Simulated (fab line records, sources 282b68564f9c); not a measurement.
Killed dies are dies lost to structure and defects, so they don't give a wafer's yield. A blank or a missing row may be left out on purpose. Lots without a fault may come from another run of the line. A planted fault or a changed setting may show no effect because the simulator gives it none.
A struck lot beside a sound one | flow rit_cmos | 21 steps out of a route of 202
Sound: wafers L798.3, L798.4, L798.5. Struck: wafers L812.1, L812.3, L812.4. The cause comes at the end.
At each step with rows: each side's tool, then ch and its chambers, then its first start. Under that, the readings that differ: sound wafers | struck wafers | difference of the means | sigmas: that difference in standard deviations of wafers without a fault.
alike: readings whose means differ by less than 2 such deviations, and words and numbers that are the same on both sides. not compared: withheld readings, readings that some wafer has no value for, bounds like >300 that may hide the same value, and numbers for which the record gives no deviation and whose values overlap.
The two part at a step that has a row with sigmas, a row that says differs or no value, or rows on one side only. Numbers that don't overlap but have no deviation are shown without sigmas and don't part them. A reading that every wafer of one side lacks parts them only if that side has two wafers or more.

first, 3 steps without rows for these wafers: RIT_PWELL_EXPOSE_03 (exposes mask M3, target cd 43700 nm); RIT_PWELL_PEB_04; RIT_PWELL_DEVELOP_05 (develop time 68 s).
RIT_PWELL_OVL_MEAS_06:
  sound on overlay-01, day 2 13:31; struck on overlay-01, day 5 13:22
  alike: PWELL_OVL
then, 2 steps without rows for these wafers: RIT_PWELL_HARDBAKE_07 (time 120 s); RIT_PWELL_IMPLANT_08.
RIT_PWELL_STRIP_09: strips in O2, time 180 s.
  sound on plasma_asher-04 ch 0,1, day 2 14:00; struck on plasma_asher-04 ch 0,1, day 5 13:47
  alike: drypump_motor_current_A
  not compared: rf_hours_counter_h
RIT_PWELL_TW_MEAS_10:
  sound on film_metro-03, day 2 14:08; struck on film_metro-03, day 5 13:58
  alike: PWELL_TW
then, 1 step without rows for these wafers: RIT_WELLDRIVE_ANNEAL_00 (time 14700 s).
RIT_WELLDRIVE_RS_MEAS_01: measures by four-point-probe.
  sound on film_metro-04, day 2 19:18; struck on film_metro-04, day 5 19:07
  reading           | sound             | struck            | difference | sigmas
  NWELL_RS (ohm/sq) | 276.4 276.6 277.0 | 275.3 274.6 274.4 | -1.9       | -3
RIT_WELLDRIVE_RS_MEAS_02: measures by four-point-probe.
  sound on film_metro-04, day 2 19:25; struck on film_metro-04, day 5 19:14
  alike: PWELL_RS
then, 1 step without rows for these wafers: RIT_NRETRO_HMDS_00 (prime time 60 s).
RIT_NRETRO_COAT_01: resist thk 1300 nm.
  sound on litho_track-02 ch 0, day 2 19:42; struck on litho_track-02 ch 0, day 5 19:30
  reading                                     | sound          | struck         | difference | sigmas
  model.NOVOLAK_of_NRETRO_COAT_01.thk_nm (nm) | 1301 1296 1301 | 1653 1650 1654 | +353       |
  alike: spin_speed_rpm
then, 4 steps without rows for these wafers: RIT_NRETRO_SOFTBAKE_02 (time 60 s); RIT_NRETRO_EXPOSE_03 (exposes mask M4, target cd 43900 nm); RIT_NRETRO_PEB_04; RIT_NRETRO_DEVELOP_05 (develop time 68 s).
RIT_NRETRO_OVL_MEAS_06:
  sound on overlay-02, day 2 20:23; struck on overlay-01, day 5 20:21
  alike: NRETRO_OVL
RIT_NRETRO_HARDBAKE_07: time 120 s.
  sound on litho_track-04 ch 0, day 2 20:30; struck on litho_track-01 ch 0, day 5 20:23
  reading                                     | sound          | struck         | difference | sigmas
  model.NOVOLAK_of_NRETRO_COAT_01.thk_nm (nm) | 1138 1133 1138 | 1440 1438 1441 | +303       |
then, 1 step without rows for these wafers: RIT_NRETRO_IMPLANT_08.
RIT_M1_PROBE_99:
  the record has rows for the sound wafers here (prober-02, day 3 23:41) and none for the struck ones

WHERE THEY PART
First at RIT_WELLDRIVE_RS_MEAS_01; last, within this record, at RIT_M1_PROBE_99.

WHY: what the simulator had put in
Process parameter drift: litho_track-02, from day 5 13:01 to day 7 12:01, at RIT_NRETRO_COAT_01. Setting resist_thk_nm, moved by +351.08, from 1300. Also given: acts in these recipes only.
